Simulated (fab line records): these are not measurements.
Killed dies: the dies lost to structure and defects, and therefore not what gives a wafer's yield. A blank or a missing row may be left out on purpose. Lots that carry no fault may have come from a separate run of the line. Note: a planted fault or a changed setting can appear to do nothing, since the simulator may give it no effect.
Check of tool commonality :: flow ritCmos :: Sample size 14 lots and 42 wafers

WHY THIS WAS OPENED
2 of 14 lots carry a flag on the reading FOX1_OXIDE_THK at RIT_FOX1_THK_MEAS_01. No-fault wafers: 347 nm, standard deviation 5.7.
Rule: a lot gets a flag if all its wafers with a number sit over 4 standard deviations from that mean, or if no wafer of it has a number. The other lots count as sound.

lot: L863
measured: day 1 17:58
on: filmMetro-01
FOX1_OXIDE_THK (nm), wafer by wafer: 356 345 346
flag: 

lot: L864
measured: day 1 22:44
on: filmMetro-03
FOX1_OXIDE_THK (nm), wafer by wafer: 351 358 353
flag: 

lot: L865
measured: day 2 02:50
on: filmMetro-03
FOX1_OXIDE_THK (nm), wafer by wafer: 348 339 344
flag: 

lot: L866
measured: day 2 08:36
on: filmMetro-01
FOX1_OXIDE_THK (nm), wafer by wafer: 348 343 349
flag: 

lot: L867
measured: day 2 12:50
on: filmMetro-04
FOX1_OXIDE_THK (nm), wafer by wafer: 348 355 350
flag: 

lot: L868
measured: day 2 18:02
on: filmMetro-04
FOX1_OXIDE_THK (nm), wafer by wafer: 353 351 348
flag: 

lot: L869
measured: day 2 23:01
on: filmMetro-01
FOX1_OXIDE_THK (nm), wafer by wafer: 350 354 353
flag: 

lot: L870
measured: day 3 03:58
on: filmMetro-01
FOX1_OXIDE_THK (nm), wafer by wafer: 350 348 345
flag: 

lot: L876
measured: day 4 10:27
on: filmMetro-01
FOX1_OXIDE_THK (nm), wafer by wafer: 346 339 340
flag: 

lot: L877
measured: day 4 14:50
on: filmMetro-04
FOX1_OXIDE_THK (nm), wafer by wafer: 201 199 201
flag: FLAGGED

lot: L878
measured: day 4 19:57
on: filmMetro-01
FOX1_OXIDE_THK (nm), wafer by wafer: 219 223 219
flag: FLAGGED

lot: L879
measured: day 5 01:00
on: filmMetro-04
FOX1_OXIDE_THK (nm), wafer by wafer: 351 345 343
flag: 

lot: L883
measured: day 5 21:01
on: filmMetro-01
FOX1_OXIDE_THK (nm), wafer by wafer: 350 341 338
flag: 

lot: L884
measured: day 6 03:25
on: filmMetro-03
FOX1_OXIDE_THK (nm), wafer by wafer: 345 347 344
flag: 
On average the flagged lots' numbers are 210 nm, which is -137 nm against the usual, or -24 standard deviations.

LOT BY LOT: THE TOOL USED
The record holds 1 process step before the reading, out of a route of 202 steps. In each cell: the tool, then ch and the chambers that the sampled wafers went through, then the start.
lot: L863
flag: 
RIT_FOX1_OXIDATION_00: furnace-01 ch 0, day 1 16:39

lot: L864
flag: 
RIT_FOX1_OXIDATION_00: furnace-03 ch 0, day 1 21:24

lot: L865
flag: 
RIT_FOX1_OXIDATION_00: furnace-02 ch 0, day 2 01:31

lot: L866
flag: 
RIT_FOX1_OXIDATION_00: furnace-03 ch 0, day 2 07:17

lot: L867
flag: 
RIT_FOX1_OXIDATION_00: furnace-01 ch 0, day 2 11:30

lot: L868
flag: 
RIT_FOX1_OXIDATION_00: furnace-03 ch 0, day 2 16:43

lot: L869
flag: 
RIT_FOX1_OXIDATION_00: furnace-03 ch 0, day 2 21:40

lot: L870
flag: 
RIT_FOX1_OXIDATION_00: furnace-02 ch 0, day 3 02:39

lot: L876
flag: 
RIT_FOX1_OXIDATION_00: furnace-03 ch 0, day 4 09:08

lot: L877
flag: FLAGGED
RIT_FOX1_OXIDATION_00: furnace-02 ch 0, day 4 13:31

lot: L878
flag: FLAGGED
RIT_FOX1_OXIDATION_00: furnace-02 ch 0, day 4 18:38

lot: L879
flag: 
RIT_FOX1_OXIDATION_00: furnace-01 ch 0, day 4 23:40

lot: L883
flag: 
RIT_FOX1_OXIDATION_00: furnace-01 ch 0, day 5 19:41

lot: L884
flag: 
RIT_FOX1_OXIDATION_00: furnace-01 ch 0, day 6 02:07
What is done by these steps:
- RIT_FOX1_OXIDATION_00: target thk 350.7 nm, ox time 1130 s.
- RIT_FOX1_THK_MEAS_01

FLAGGED OVER TOTAL, TOOL BY TOOL (the gauges that took the reading come last)
step: RIT_FOX1_OXIDATION_00
tool: furnace-01
lots run: 5
flagged: 0
share of the flagged lots: none
sound lots run after its first flagged lot: -

step: RIT_FOX1_OXIDATION_00
tool: furnace-02
lots run: 4
flagged: 2
share of the flagged lots: all
sound lots run after its first flagged lot: 0

step: RIT_FOX1_OXIDATION_00
tool: furnace-03
lots run: 5
flagged: 0
share of the flagged lots: none
sound lots run after its first flagged lot: -

step: RIT_FOX1_THK_MEAS_01
tool: filmMetro-01
lots run: 7
flagged: 1
share of the flagged lots: some
sound lots run after its first flagged lot: 1 (L883)

step: RIT_FOX1_THK_MEAS_01
tool: filmMetro-03
lots run: 3
flagged: 0
share of the flagged lots: none
sound lots run after its first flagged lot: -

step: RIT_FOX1_THK_MEAS_01
tool: filmMetro-04
lots run: 4
flagged: 1
share of the flagged lots: some
sound lots run after its first flagged lot: 1 (L879)

WHAT IS ALLOWED BY THE TABLE
All flagged lots share 1 row of the table, namely furnace-02 at RIT_FOX1_OXIDATION_00.
- furnace-02 at RIT_FOX1_OXIDATION_00: 2 of its 4 lots flagged. A fault beginning between L870 (day 3 02:39), its last sound lot, and L877 (day 4 13:31), its first flagged one, fits the data.
furnace-02 at RIT_FOX1_OXIDATION_00 is the single tool remaining.

WHAT WAS PUT IN BY THE SIMULATOR
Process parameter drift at RIT_FOX1_OXIDATION_00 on furnace-02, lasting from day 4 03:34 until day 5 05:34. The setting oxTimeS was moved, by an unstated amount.
Struck lots among those shown: L877, L878. The rule given above showed the same thing.
